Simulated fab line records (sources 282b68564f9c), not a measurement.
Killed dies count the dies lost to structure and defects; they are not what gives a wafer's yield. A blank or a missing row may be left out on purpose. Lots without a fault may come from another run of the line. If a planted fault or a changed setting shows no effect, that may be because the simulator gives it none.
One fault through the eyes of 2 desks / flow rit_cmos / each desk has only its own numbers; what lay behind them comes last

AT THE METROLOGY DESK
Lot by lot, what the gauges showed, no matter which tool ran the lot: averages of those sampled wafers that carry a number. Marked OUT: a lot whose mean sits more than 4 standard deviations from the usual mean, which makes it out of limits; the brackets give that distance.
Columns: A = NWELL_OVL at RIT_NWELL_OVL_MEAS_06, usual 1.2 nm
lot=L168; first seen here=day 2 00:45; A=1.7
lot=L169; first seen here=day 2 06:35; A=-0.8
lot=L170; first seen here=day 2 12:39; A=0.8
lot=L171; first seen here=day 2 13:32; A=0.5
lot=L173; first seen here=day 3 01:13; A=1.4
lot=L175; first seen here=day 3 08:55; A=2.1
lot=L176; first seen here=day 3 16:26; A=3.1
lot=L177; first seen here=day 3 20:44; A=-299.9 (-99 or more) OUT
lot=L179; first seen here=day 4 08:34; A=-299.0 (-99 or more) OUT
lot=L182; first seen here=day 4 20:29; A=0.3
lot=L183; first seen here=day 5 02:54; A=0.2
lot=L186; first seen here=day 5 16:01; A=2.1
lot=L190; first seen here=day 6 16:13; A=0.3
lot=L191; first seen here=day 7 00:59; A=1.9
This desk's result: L177, L179 out of limits, first on L177 (NWELL_OVL at RIT_NWELL_OVL_MEAS_06), day 3 20:44. L168, L169, L170, L171, L173, L175, L176, L182, L183, L186, L190, L191 stayed within limits.

TOOL OWNER'S DESK, iline_stepper-01
The tool's own readings at RIT_NWELL_EXPOSE_03 (exposes mask M2, target cd 43900 nm): means of the sampled wafers that have a number, for each lot that ran on this tool. Marked OUT: a lot whose mean sits more than 4 standard deviations from the usual mean, which makes it out of limits; the brackets give that distance.
Columns: A = stage_vel_mm_s at RIT_NWELL_EXPOSE_03, usual 499.99 mm/s
lot=L169; first seen here=day 2 06:10; A=499.94
lot=L175; first seen here=day 3 08:29; A=500.13
lot=L177; first seen here=day 3 20:19; A=499.67
lot=L179; first seen here=day 4 08:05; A=499.69
This desk found nothing out of limits on any of the 4 lots.

PUT TOGETHER
An alarm was possible from the metrology desk at day 3 20:44, on L177, L179.
The desk of the tool owner found nothing out of limits.
Tool owner's desk: L177, L179 on record, inside its limits.
Every lot named ran RIT_NWELL_EXPOSE_03 on iline_stepper-01.

WHAT THE SIMULATOR HAD PUT IN
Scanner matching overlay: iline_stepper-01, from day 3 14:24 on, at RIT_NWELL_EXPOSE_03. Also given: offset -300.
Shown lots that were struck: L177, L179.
Delay in hours, fault start to first out-of-limits reading, per desk: metrology desk 6.
